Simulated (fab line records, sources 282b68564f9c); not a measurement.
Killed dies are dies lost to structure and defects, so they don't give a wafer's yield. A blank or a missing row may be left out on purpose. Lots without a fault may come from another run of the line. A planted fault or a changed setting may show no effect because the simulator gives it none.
One fault seen from 2 desks | flow rit_cmos | each desk has only its own numbers; what lay behind them comes last

THE TOOL OWNER'S DESK: rie_diel-01
The tool's own readings at RIT_ACTIVE_ETCH_13 (etches Si3N4 in SF6, stops on SiO2, time 210 s, target depth 210 nm): means of the sampled wafers that have a number, for each lot that ran on this tool. A lot is out of limits, marked OUT, if its mean lies more than 4 standard deviations from the usual mean; the brackets give that distance.
Columns: A = drypump_motor_current_A at RIT_ACTIVE_ETCH_13, usual 5.8 A; B = oes_product_au at RIT_ACTIVE_ETCH_13, usual 0.814 a.u.; C = rf_fwd_power_W at RIT_ACTIVE_ETCH_13, usual 124.6 W; D = throttle_valve_pct at RIT_ACTIVE_ETCH_13, usual 7.42 %
lot  | first seen here | A   | B     | C               | D
L499 | day 1 19:50     | 5.8 | 0.809 | 124.8           | 7.38
L508 | day 3 16:50     | 5.9 | 0.815 | 105.0 (-49) OUT | 7.45
L509 | day 3 21:50     | 5.9 | 0.807 | 104.5 (-50) OUT | 7.47
L512 | day 4 13:47     | 5.7 | 0.809 | 104.4 (-50) OUT | 7.38
This desk's finding: out of limits on L508, L509, L512; first on L508, day 3 16:50 (rf_fwd_power_W at RIT_ACTIVE_ETCH_13). In limits: L499.

THE METROLOGY DESK
What the gauges read, lot by lot, whatever tool the lot ran on: means of the sampled wafers that have a number. A lot is out of limits, marked OUT, if its mean lies more than 4 standard deviations from the usual mean; the brackets give that distance.
Columns: A = ACTIVE_OXIDE_THK at RIT_ACTIVE_THK_MEAS_02, usual 46.8 nm; B = ACTIVE_NITRIDE_THK at RIT_ACTIVE_THK_MEAS_04, usual 150.4 nm; C = cd_nm at RIT_ACTIVE_CD_MEAS_11, usual 1400.0 nm
lot  | first seen here | A    | B     | C
L499 | day 1 17:03     | 46.1 | 149.8 | 1401.1
L501 | day 2 03:04     | 47.7 | 149.3 | 1398.6
L508 | day 3 14:04     | 46.9 | 152.1 | 1401.8
L509 | day 3 19:03     | 46.2 | 150.4 | 1403.0
L512 | day 4 11:08     | 46.1 | 149.5 | 1401.2
L518 | day 5 16:55     | 47.4 | 149.8 | 1400.4
L521 | day 6 07:03     | 47.5 | 151.9 | 1402.9
This desk's finding: nothing out of limits on any of the 7 lots.

PUT TOGETHER
The tool owner's desk could have raised an alarm at day 3 16:50, on L508, L509, L512.
The metrology desk saw nothing out of limits.
The metrology desk has L508, L509, L512 on record, within its limits.
Of the lots named, all ran RIT_ACTIVE_ETCH_13 on rie_diel-01.

WHAT THE SIMULATOR HAD PUT IN
Process parameter drift: rie_diel-01, from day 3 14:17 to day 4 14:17, at RIT_ACTIVE_ETCH_13. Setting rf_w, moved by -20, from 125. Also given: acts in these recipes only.
Lots struck among those shown: L508, L509, L512.
Hours from the fault's start to each desk's first reading out of limits: the tool owner's desk, 3.
